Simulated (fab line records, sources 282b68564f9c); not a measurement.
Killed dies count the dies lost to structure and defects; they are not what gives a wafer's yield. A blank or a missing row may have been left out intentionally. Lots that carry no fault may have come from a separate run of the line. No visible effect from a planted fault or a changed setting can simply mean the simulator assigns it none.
Struck lot and sound lot, side by side | flow rit cmos | 12 out of 202 route steps
Sound: the wafers L653.1, L653.4, L653.5. The struck wafers were L666.1, L666.3, L666.5. The cause is named last.
At each step with rows: each side's tool, then ch and its chambers, then its first start. Under that, the readings that differ: sound wafers | struck wafers | difference of the means | sigmas: that difference in standard deviations of wafers without a fault.
alike: words and numbers the same on both sides, and readings whose means are apart by under 2 such deviations; not compared: readings that were withheld, readings missing a value for some wafer, numbers with overlapping values and no deviation given by the record, and bounds like >300 which may hide the same value.
A row with sigmas, a row that says differs or no value, or rows on one side alone: a step with any of these is where the two part. Non-overlapping numbers with no deviation appear without sigmas and do not part them. A reading that every wafer of one side lacks parts them only if that side has two wafers or more.

RIT_ACTIVE_BOW_MEAS_00:
  sound on film metro-01 at day 1 20:00; struck on film metro-01 at day 4 13:00
  alike: INCOMING_BOW
then, 1 step without rows for these wafers: RIT_ACTIVE_OXIDATION_01 (target thk 46.8 nm, ox time 3360 s).
RIT_ACTIVE_THK_MEAS_02:
  sound on film metro-03 at day 2 02:28; struck on film metro-02 at day 4 15:24
  alike: ACTIVE_OXIDE_THK
then, 1 step without rows for these wafers: RIT_ACTIVE_CVD_03 (deposits Si3N4 from SiH2Cl2/NH3, target thk 150 nm, time 1500 s).
RIT_ACTIVE_THK_MEAS_04:
  sound on film metro-01 at day 2 03:56; struck on film metro-01 at day 4 17:09
  alike: ACTIVE_NITRIDE_THK
then, 5 steps without rows for these wafers: RIT_ACTIVE_HMDS_05 (prime time 60 s); RIT_ACTIVE_COAT_06 (resist thk 1000 nm); RIT_ACTIVE_SOFTBAKE_07 (time 60 s); RIT_ACTIVE_EXPOSE_08 (exposes mask M1, target cd 1400 nm); RIT_ACTIVE_PEB_09.
RIT_ACTIVE_DEVELOP_10: develop time 50 s.
  struck on litho track-01, day 4 17:00; sound on litho track-01 ch 0, day 2 04:00
  no value came back on the struck wafers for chill plate temp C (C), develop time s (s); on the sound wafers chill plate temp C (C) reads 22.99 23.00 23.02
RIT_ACTIVE_CD_MEAS_11: target cd 1400 nm.
  sound on cd sem-01 at day 2 04:51; struck on cd sem-01 at day 4 18:04
  reading    | sound                | struck | difference                    | sigmas
  cd nm (nm) | 1400.2 1399.5 1400.7 | - - -  | no value on the struck wafers |

WHERE THEY PART
Earliest at RIT_ACTIVE_DEVELOP_10; latest, in this record, at RIT_ACTIVE_CD_MEAS_11.

WHY: the cause the simulator had injected
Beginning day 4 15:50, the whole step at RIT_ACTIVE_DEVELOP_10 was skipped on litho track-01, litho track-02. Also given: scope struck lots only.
